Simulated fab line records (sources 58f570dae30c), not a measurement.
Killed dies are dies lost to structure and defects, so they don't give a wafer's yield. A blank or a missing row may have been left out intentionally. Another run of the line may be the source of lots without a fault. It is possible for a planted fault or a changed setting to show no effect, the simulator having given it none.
The tool behind it: which one? | flow berkeley_cmos170 | 14 lots with 42 wafers sampled at 4 steps, on a route of 331 steps

== WHAT EACH GAUGE READ, for each wafer ==
Not one reading of a measure or inspect step in the record can be checked against a usual standard deviation.

== WHAT TOOL EACH LOT RAN ON (gives the tool, then ch and the chambers of the sampled wafers, and finally the start) ==
lot  | UCB170_SDANNEAL_RTA_01           | UCB170_M1_METAL_ETCH_12           | UCB170_M2_ETCH_17                  | UCB170_M3_ETCH_17
L705 | rtp_anneal-02 ch 0, day 7 19:16  | rie_metal-04 ch 1, day 8 05:30    | rie_diel-03 ch 1,2,3, day 8 13:16  | rie_diel-01 ch 0,1,3, day 8 19:14
L707 | rtp_anneal-02 ch 0, day 8 06:37  | rie_metal-01 ch 0,1, day 8 13:37  | rie_diel-03 ch 1,2, day 8 21:25    | rie_diel-04 ch 0,2, day 9 03:52
L711 | rtp_anneal-02 ch 0, day 9 09:07  | rie_metal-03 ch 0,1, day 9 16:39  | rie_diel-04 ch 1,2,3, day 10 01:07 | rie_diel-01 ch 0,2, day 10 06:01
L712 | rtp_anneal-02 ch 0, day 9 09:43  | rie_metal-04 ch 0,1, day 9 17:12  | rie_diel-03 ch 1,3, day 10 01:23   | rie_diel-01 ch 0,2,3, day 10 06:44
L713 | rtp_anneal-02 ch 0, day 9 20:04  | rie_metal-04 ch 0,1, day 10 04:41 | rie_diel-03 ch 0,1,2, day 10 12:41 | rie_diel-01 ch 1,2,3, day 10 20:36
L714 | rtp_anneal-01 ch 0, day 9 20:15  | rie_metal-03 ch 0,1, day 10 04:16 | rie_diel-04 ch 0,1,3, day 10 12:26 | rie_diel-04 ch 2,3, day 10 19:52
L716 | rtp_anneal-01 ch 0, day 10 12:03 | rie_metal-04 ch 0,1, day 10 21:04 | rie_diel-03 ch 1,2,3, day 11 03:50 | rie_diel-02 ch 0,1, day 11 09:13
L717 | rtp_anneal-02 ch 0, day 10 12:41 | rie_metal-03 ch 0,1, day 10 22:07 | rie_diel-04 ch 0,1,3, day 11 05:09 | rie_diel-02 ch 0,2, day 11 12:37
L719 | rtp_anneal-01 ch 0, day 11 03:02 | rie_metal-04 ch 0,1, day 11 13:13 | rie_diel-02 ch 1,2,3, day 11 22:07 | rie_diel-01 ch 1,2,3, day 12 03:02
L721 | rtp_anneal-02 ch 0, day 11 03:31 | rie_metal-01 ch 0,1, day 11 13:23 | rie_diel-03 ch 0,1, day 11 22:31   | rie_diel-02 ch 1,2, day 12 03:29
L720 | rtp_anneal-01 ch 0, day 11 03:43 | rie_metal-03 ch 0,1, day 11 14:23 | rie_diel-02 ch 1,2,3, day 11 22:47 | rie_diel-04 ch 1,2,3, day 12 04:02
L724 | rtp_anneal-02 ch 0, day 11 16:34 | rie_metal-01 ch 0,1, day 12 01:20 | rie_diel-04 ch 0,1,2, day 12 10:56 | rie_diel-02 ch 0,2,3, day 12 16:36
L725 | rtp_anneal-01 ch 0, day 11 16:34 | rie_metal-03 ch 0,1, day 12 00:56 | rie_diel-02 ch 0,1,2, day 12 10:02 | rie_diel-01 ch 0,2, day 12 15:30
L726 | rtp_anneal-02 ch 0, day 12 09:26 | rie_metal-03 ch 0,1, day 12 17:02 | rie_diel-04 ch 0,1,3, day 13 01:25 | rie_diel-02 ch 0,3, day 13 07:58
- UCB170_SDANNEAL_RTA_01: time 5 s.
- UCB170_M1_METAL_ETCH_12: etches Al in Cl2/BCl3, stops on PSG, target depth 780 nm, time 130 s.
- UCB170_M2_ETCH_17: etches BARC in N2/H2.
- UCB170_M3_ETCH_17: etches BARC in N2/H2.

== WHAT THE TOOLS THEMSELVES READ (means of the sampled wafers that have a number; where no wafer has one, the mark that the record gives instead) ==
UCB170_SDANNEAL_RTA_01. Usual: lamp_power_pct 39.2 %, standard deviation 0.9; wafer_temp_C_max 1055.0, standard deviation 1.1.
lot  | tool          | lamp_power_pct (%) | wafer_temp_C_max | flag
L705 | rtp_anneal-02 | 40.0               | 1054.1           |
L707 | rtp_anneal-02 | 39.9               | 1054.4           |
L711 | rtp_anneal-02 | 39.9               | 1054.9           |
L712 | rtp_anneal-02 | 40.0               | 1055.3           |
L713 | rtp_anneal-02 | 40.0               | 1054.9           |
L714 | rtp_anneal-01 | 38.1               | 1054.9           |
L716 | rtp_anneal-01 | 38.1               | 1055.2           |
L717 | rtp_anneal-02 | 40.0               | 1053.7           |
L719 | rtp_anneal-01 | 38.1               | 1055.8           |
L721 | rtp_anneal-02 | 39.9               | 1054.6           |
L720 | rtp_anneal-01 | 38.2               | 1054.9           |
L724 | rtp_anneal-02 | 40.0               | 1055.2           |
L725 | rtp_anneal-01 | 38.2               | 1056.5           |
L726 | rtp_anneal-02 | 40.0               | 1053.7           |

UCB170_M1_METAL_ETCH_12. Usual: drypump_motor_current_A 5.7 A, standard deviation 0.32; he_backside_leak_sccm 3.4 sccm, standard deviation 0.35; mfc_cl2_sccm 89.96 sccm, standard deviation 0.25; oes_product_au 0.852 a.u., standard deviation 0.013; run_length_s 158.5 s, standard deviation 0.6; throttle_valve_pct 24.34 %, standard deviation 0.22.
lot  | tool         | drypump_motor_current_A (A) | he_backside_leak_sccm (sccm) | mfc_cl2_sccm (sccm) | oes_product_au (a.u.) | run_length_s (s) | throttle_valve_pct (%) | flag
L705 | rie_metal-04 | 5.9                         | 3.2                          | 89.90               | 0.845                 | 158.8            | 24.17                  |
L707 | rie_metal-01 | 5.5                         | 3.3                          | 90.14               | 0.837                 | 158.6            | 24.16                  |
L711 | rie_metal-03 | 5.9                         | 3.5                          | 89.95               | 0.857                 | 158.1            | 24.66                  |
L712 | rie_metal-04 | 5.9                         | 3.5                          | 90.01               | 0.852                 | 159.2            | 24.21                  |
L713 | rie_metal-04 | 5.9                         | 3.2                          | 89.96               | 0.861                 | 159.2            | 24.28                  |
L714 | rie_metal-03 | 5.9                         | 3.3                          | 89.86               | 0.859                 | 157.6            | 24.65                  |
L716 | rie_metal-04 | 5.9                         | 3.4                          | 89.97               | 0.860                 | 158.9            | 24.27                  |
L717 | rie_metal-03 | 5.9                         | 3.3                          | 89.98               | 0.864                 | 157.7            | 24.66                  |
L719 | rie_metal-04 | 5.9                         | 3.4                          | 89.95               | 0.868                 | 159.1            | 24.26                  |
L721 | rie_metal-01 | 5.3                         | 3.4                          | 89.84               | 0.846                 | 158.4            | 24.16                  |
L720 | rie_metal-03 | 5.9                         | 3.3                          | 90.09               | 0.860                 | 157.7            | 24.67                  |
L724 | rie_metal-01 | 5.6                         | 3.6                          | 89.86               | 0.836                 | 158.5            | 24.16                  |
L725 | rie_metal-03 | 5.9                         | 3.4                          | 89.93               | 0.818                 | 170.7            | 24.69                  | OFF
L726 | rie_metal-03 | 5.9                         | 3.4                          | 90.06               | 0.815                 | 170.6            | 24.69                  | OFF

UCB170_M2_ETCH_17. Usual: drypump_motor_current_A 5.7 A, standard deviation 0.41; oes_product_au 1.015 a.u., standard deviation 0.023; throttle_valve_pct 13.14 %, standard deviation 0.2.
lot  | tool        | drypump_motor_current_A (A) | oes_product_au (a.u.) | throttle_valve_pct (%) | flag
L705 | rie_diel-03 | 5.4                         | 1.012                 | 13.15                  |
L707 | rie_diel-03 | 5.6                         | 0.992                 | 12.98                  |
L711 | rie_diel-04 | 6.1                         | 1.025                 | 13.23                  |
L712 | rie_diel-03 | 5.6                         | 1.007                 | 12.99                  |
L713 | rie_diel-03 | 5.5                         | 1.013                 | 13.11                  |
L714 | rie_diel-04 | 5.7                         | 1.026                 | 13.11                  |
L716 | rie_diel-03 | 5.4                         | 1.027                 | 13.18                  |
L717 | rie_diel-04 | 5.7                         | 1.023                 | 13.10                  |
L719 | rie_diel-02 | 6.0                         | 1.001                 | 13.15                  |
L721 | rie_diel-03 | 5.6                         | 1.006                 | 13.02                  |
L720 | rie_diel-02 | 6.0                         | 1.006                 | 13.15                  |
L724 | rie_diel-04 | 5.9                         | 1.028                 | 13.07                  |
L725 | rie_diel-02 | 6.1                         | 0.979                 | 13.13                  |
L726 | rie_diel-04 | 5.7                         | 1.024                 | 13.11                  |

UCB170_M3_ETCH_17. Usual: drypump_motor_current_A 5.9 A, standard deviation 0.47; oes_product_au 1.00 a.u., standard deviation 0.033; throttle_valve_pct 13.25 %, standard deviation 0.23.
lot  | tool        | drypump_motor_current_A (A) | oes_product_au (a.u.) | throttle_valve_pct (%) | flag
L705 | rie_diel-01 | 6.0                         | 1.01                  | 13.48                  |
L707 | rie_diel-04 | 6.0                         | 1.01                  | 13.19                  |
L711 | rie_diel-01 | 6.4                         | 0.97                  | 13.39                  |
L712 | rie_diel-01 | 5.9                         | 0.98                  | 13.34                  |
L713 | rie_diel-01 | 5.7                         | 1.00                  | 13.48                  |
L714 | rie_diel-04 | 6.0                         | 1.02                  | 13.41                  |
L716 | rie_diel-02 | 6.2                         | 0.97                  | 13.03                  |
L717 | rie_diel-02 | 5.8                         | 1.02                  | 13.23                  |
L719 | rie_diel-01 | 5.7                         | 1.00                  | 13.48                  |
L721 | rie_diel-02 | 6.3                         | 0.98                  | 13.07                  |
L720 | rie_diel-04 | 6.1                         | 1.03                  | 13.23                  |
L724 | rie_diel-02 | 5.6                         | 1.01                  | 13.21                  |
L725 | rie_diel-01 | 6.4                         | 0.97                  | 13.40                  |
L726 | rie_diel-02 | 5.5                         | 1.00                  | 13.20                  |

== THE ANSWER, worked out from the rows above alone ==
Rule: take the mean of a lot's wafers that have a number; if it is more than 3 standard deviations from the usual mean, the lot is off. A lot without any number at a reading at which 4 lots or more have one is off too. All remaining lots with rows at the step are treated as sound. Order of review: gauges by route order, followed by the tools' own readings, for which a lot's mean as printed above is used. The first step at which some lot is off is used, and at that step the reading that is off furthest; a lot without a number counts as furthest.
Off at UCB170_M1_METAL_ETCH_12 (run_length_s): L725, L726.
A tool fits if, at that step or a process step before it, it ran every lot that is off, and no sound lot after the first of them. One fits: rie_metal-03 at UCB170_M1_METAL_ETCH_12. Its last sound lot is L720 (day 11 14:23), its first lot that is off L725 (day 12 00:56): a fault that began between those two fits.
The tool's own readings at UCB170_M1_METAL_ETCH_12 bear it out: on the lots that are off they differ by more than 5 times the standard deviation of the sound lots' means. run_length_s reads 170.6 s there against 158.5 s on the sound lots.

== WHAT THE SIMULATOR HAD INSERTED ==
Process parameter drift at UCB170_M1_METAL_ETCH_12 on rie_metal-03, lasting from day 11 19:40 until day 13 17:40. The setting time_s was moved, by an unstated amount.
Struck lots among those shown: L725, L726. The rule above found the same.
